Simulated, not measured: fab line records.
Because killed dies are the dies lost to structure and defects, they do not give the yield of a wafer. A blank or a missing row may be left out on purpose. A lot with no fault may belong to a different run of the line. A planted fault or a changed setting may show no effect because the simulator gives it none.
The tool behind it: which one? || flow rit-cmos || 16 lots (48 wafers sampled), 1 step of a 202-step route

WHAT THE GAUGES READ, wafer by wafer
Not one reading of a measure or inspect step in the record can be checked against a usual standard deviation.

EACH LOT AND THE TOOL THAT RAN IT (in order: tool; ch and the chambers of the sampled wafers; start)
{"lot": "L484", "RIT_SILICIDE_RTA_04": "rtp-anneal-02 ch 0, day 4 02:45"}
{"lot": "L485", "RIT_SILICIDE_RTA_04": "rtp-anneal-01 ch 0, day 4 15:38"}
{"lot": "L486", "RIT_SILICIDE_RTA_04": "rtp-anneal-02 ch 0, day 4 19:25"}
{"lot": "L488", "RIT_SILICIDE_RTA_04": "rtp-anneal-01 ch 0, day 5 04:07"}
{"lot": "L489", "RIT_SILICIDE_RTA_04": "rtp-anneal-01 ch 0, day 5 04:29"}
{"lot": "L490", "RIT_SILICIDE_RTA_04": "rtp-anneal-01 ch 0, day 5 22:58"}
{"lot": "L491", "RIT_SILICIDE_RTA_04": "rtp-anneal-01 ch 0, day 5 23:07"}
{"lot": "L492", "RIT_SILICIDE_RTA_04": "rtp-anneal-02 ch 0, day 6 07:27"}
{"lot": "L494", "RIT_SILICIDE_RTA_04": "rtp-anneal-02 ch 0, day 6 07:46"}
{"lot": "L496", "RIT_SILICIDE_RTA_04": "rtp-anneal-02 ch 0, day 6 12:54"}
{"lot": "L495", "RIT_SILICIDE_RTA_04": "rtp-anneal-02 ch 0, day 6 13:07"}
{"lot": "L497", "RIT_SILICIDE_RTA_04": "rtp-anneal-02 ch 0, day 6 16:16"}
{"lot": "L498", "RIT_SILICIDE_RTA_04": "rtp-anneal-02 ch 0, day 6 17:01"}
{"lot": "L500", "RIT_SILICIDE_RTA_04": "rtp-anneal-02 ch 0, day 7 01:35"}
{"lot": "L499", "RIT_SILICIDE_RTA_04": "rtp-anneal-02 ch 0, day 7 01:55"}
{"lot": "L502", "RIT_SILICIDE_RTA_04": "rtp-anneal-01 ch 0, day 7 05:51"}
- RIT_SILICIDE_RTA_04: time 10 s, ramp up 5 s, ramp down 5 s.

AS READ BY THE TOOLS THEMSELVES (means over the sampled wafers that have a number; for cases with no such wafer, the mark the record gives instead)
RIT_SILICIDE_RTA_04.
{"lot": "L484", "tool": "rtp-anneal-02", "wafer_temp_C_max": 651.8}
{"lot": "L485", "tool": "rtp-anneal-01", "wafer_temp_C_max": 651.6}
{"lot": "L486", "tool": "rtp-anneal-02", "wafer_temp_C_max": 652.4}
{"lot": "L488", "tool": "rtp-anneal-01", "wafer_temp_C_max": 651.5}
{"lot": "L489", "tool": "rtp-anneal-01", "wafer_temp_C_max": 651.7}
{"lot": "L490", "tool": "rtp-anneal-01", "wafer_temp_C_max": 651.3}
{"lot": "L491", "tool": "rtp-anneal-01", "wafer_temp_C_max": 652.1}
{"lot": "L492", "tool": "rtp-anneal-02", "wafer_temp_C_max": 652.6}
{"lot": "L494", "tool": "rtp-anneal-02", "wafer_temp_C_max": 652.2}
{"lot": "L496", "tool": "rtp-anneal-02", "wafer_temp_C_max": 652.4}
{"lot": "L495", "tool": "rtp-anneal-02", "wafer_temp_C_max": 652.8}
{"lot": "L497", "tool": "rtp-anneal-02", "wafer_temp_C_max": 722.4}
{"lot": "L498", "tool": "rtp-anneal-02", "wafer_temp_C_max": 722.4}
{"lot": "L500", "tool": "rtp-anneal-02", "wafer_temp_C_max": 722.4}
{"lot": "L499", "tool": "rtp-anneal-02", "wafer_temp_C_max": 723.0}
{"lot": "L502", "tool": "rtp-anneal-01", "wafer_temp_C_max": 652.4}

THE ANSWER, worked out from the rows above alone
Rule: usual is defined by the lots themselves. The widest of any qualifying gaps counts: lots, ordered by their means at a reading, are off when they make up no more than a third of the lots, leave a main group of 4 or more, and stand apart from it by 3 or more times the standard deviation of that group's means. A main group is skipped when, at the precision printed for the reading in the tables above, its means are all equal. A lot without any number at a reading at which 4 lots or more have one is off too. The other lots that the step has rows for count as sound. Order of review: gauges by route order, followed by the tools' own readings, for which a lot's mean as printed above is used. The first step at which some lot is off is used, and at that step the reading that is off furthest; a lot without a number counts as furthest.
Off: L497, L498, L500, L499 (RIT_SILICIDE_RTA_04, wafer_temp_C_max). Main group: mean 652.1, sd 0.46.
If a tool, at that step or one of the process steps before it, ran each lot that is off and ran no sound lot following the first of them, it fits. One candidate fits, namely rtp-anneal-02 at RIT_SILICIDE_RTA_04. A fault onset in the window from L495 (day 6 13:07, its last sound lot) to L497 (day 6 16:16, its first lot off) fits.
The tool's own readings at RIT_SILICIDE_RTA_04 bear it out: on the lots that are off they differ by more than 5 times the standard deviation of the sound lots' means. wafer_temp_C_max reads 722.5 there against 652.1 on the sound lots.

WHAT THE SIMULATOR PUT IN
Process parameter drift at RIT_SILICIDE_RTA_04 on rtp-anneal-02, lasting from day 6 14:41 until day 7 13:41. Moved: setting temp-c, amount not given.
Struck lots among those shown: L497, L498, L500, L499. The rule above found the same.
